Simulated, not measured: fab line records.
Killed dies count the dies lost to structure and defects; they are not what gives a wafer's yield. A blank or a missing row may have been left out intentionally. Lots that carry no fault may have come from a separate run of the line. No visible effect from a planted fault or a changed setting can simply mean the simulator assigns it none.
Which tool was responsible? ; flow ritCmos ; 14 lots with 42 wafers sampled at 3 steps, on a route of 202 steps

== WHAT EACH GAUGE READ, for each wafer ==
RIT_NLDD_TW_MEAS_10. Usual: NLDD_TW gives 2472 (standard deviation 31).
lot;measured;on;NLDD_TW;flag
L103;day 2 18:45;filmMetro-01;2484 2489 2491;
L104;day 3 02:52;filmMetro-02;2482 2468 2469;
L106;day 3 16:13;filmMetro-04;2443 2433 2435;
L107;day 3 19:56;filmMetro-01;2511 2502 2489;
L108;day 3 23:10;filmMetro-01;2507 2526 2513;
L109;day 4 06:38;filmMetro-02;2462 2462 2471;
L110;day 4 13:18;filmMetro-01;2505 2507 2515;
L116;day 5 15:41;filmMetro-04;2151 2164 2161;OFF
L117;day 5 21:46;filmMetro-01;2206 2215 2220;OFF
L120;day 6 11:15;filmMetro-01;2478 2501 2498;
L121;day 6 13:40;filmMetro-01;2481 2486 2475;
L122;day 6 23:04;filmMetro-04;2418 2409 2410;
L125;day 7 10:08;filmMetro-04;2408 2416 2428;
L126;day 7 17:26;filmMetro-01;2482 2481 2493;

RIT_SDANNEAL_RS_MEAS_07: measurement is done with a four-point probe. Usual: NLDD_RS gives 151.8 ohm/sq (standard deviation 0.47).
lot;measured;on;NLDD_RS (ohm/sq);flag
L103;day 3 02:31;filmMetro-04;152.3 152.4 151.8;
L104;day 3 10:53;filmMetro-01;151.4 151.5 151.8;
L106;day 3 23:55;filmMetro-04;151.2 151.8 151.5;
L107;day 4 03:49;filmMetro-02;152.0 152.0 152.3;
L108;day 4 07:10;filmMetro-04;151.8 151.6 151.6;
L109;day 4 16:30;filmMetro-04;151.5 152.1 152.0;
L110;day 4 21:11;filmMetro-01;151.0 151.0 151.2;
L116;day 5 23:50;filmMetro-04;216.9 216.7 217.2;OFF
L117;day 6 06:05;filmMetro-04;218.4 216.2 218.1;OFF
L120;day 6 19:20;filmMetro-04;152.4 152.7 152.5;
L121;day 6 21:19;filmMetro-01;153.0 152.2 152.3;
L122;day 7 07:04;filmMetro-01;151.8 151.4 151.5;
L125;day 7 18:12;filmMetro-04;151.5 152.2 151.4;
L126;day 8 01:10;filmMetro-04;151.3 152.0 151.9;

== WHAT TOOL EACH LOT RAN ON (gives the tool, then ch and the chambers of the sampled wafers, and finally the start) ==
lot;RIT_NLDD_IMPLANT_08
L103;implanter-03 ch 0, day 2 18:26
L104;implanter-03 ch 0, day 3 02:33
L106;implanter-04 ch 0, day 3 15:54
L107;implanter-03 ch 0, day 3 19:39
L108;implanter-02 ch 0, day 3 22:52
L109;implanter-04 ch 0, day 4 06:19
L110;implanter-04 ch 0, day 4 12:58
L116;implanter-04 ch 0, day 5 15:23
L117;implanter-04 ch 0, day 5 21:28
L120;implanter-03 ch 0, day 6 10:55
L121;implanter-02 ch 0, day 6 13:21
L122;implanter-02 ch 0, day 6 22:44
L125;implanter-03 ch 0, day 7 09:50
L126;implanter-03 ch 0, day 7 17:08
- RIT_NLDD_IMPLANT_08

== AS READ BY THE TOOLS THEMSELVES (means over the sampled wafers that have a number; for cases with no such wafer, the mark the record gives instead) ==
RIT_NLDD_IMPLANT_08. Usual: doseIonsCm2 5e+14, standard deviation 5e+11; faradayCurrentUA 1573, standard deviation 31.
lot;tool;doseIonsCm2;faradayCurrentUA;flag
L103;implanter-03;5e+14;1536;
L104;implanter-03;5e+14;1548;
L106;implanter-04;5e+14;1598;
L107;implanter-03;5e+14;1573;
L108;implanter-02;5e+14;1571;
L109;implanter-04;5e+14;1574;
L110;implanter-04;5e+14;1569;
L116;implanter-04;3e+14;1019;OFF
L117;implanter-04;3e+14;998;OFF
L120;implanter-03;5e+14;1551;
L121;implanter-02;5e+14;1569;
L122;implanter-02;5e+14;1568;
L125;implanter-03;5e+14;1564;
L126;implanter-03;5e+14;1581;

== THE ANSWER, worked out from the rows above alone ==
Rule: a lot counts as off when the mean over its wafers that have a number is more than 3 standard deviations away from the usual mean. Also off: a lot with no number at a reading for which 4 or more lots have one. The other lots that the step has rows for count as sound. First the gauges in route order, then the tools' own readings, where a lot's mean is used as printed above. The first step at which some lot is off is used, and at that step the reading that is off furthest; a lot without a number counts as furthest.
Off: at RIT_NLDD_TW_MEAS_10 (NLDD_TW), L116, L117.
A tool fits if, at a process step before that reading, it ran every lot that is off, and no sound lot after the first of them. Not tried: the gauges at RIT_NLDD_TW_MEAS_10; whatever is off there is also off at RIT_NLDD_IMPLANT_08, on other tools, and gauge error can't account for it. One fits: implanter-04 at RIT_NLDD_IMPLANT_08. Its last sound lot is L110 (day 4 12:58), its first lot that is off L116 (day 5 15:23): a fault that began between those two fits.
The tool's own readings at RIT_NLDD_IMPLANT_08 bear it out: on the lots that are off they differ by more than 5 times the standard deviation of the sound lots' means. doseIonsCm2 reads 3e+14 there against 5e+14 on the sound lots; faradayCurrentUA reads 1008 there against 1567 on the sound lots.

== WHAT HAD BEEN PUT IN BY THE SIMULATOR ==
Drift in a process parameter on implanter-04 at RIT_NLDD_IMPLANT_08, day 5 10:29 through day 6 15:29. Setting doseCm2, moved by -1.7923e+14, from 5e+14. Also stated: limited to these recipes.
Struck lots among those shown: L116, L117. Same finding as the rule above.
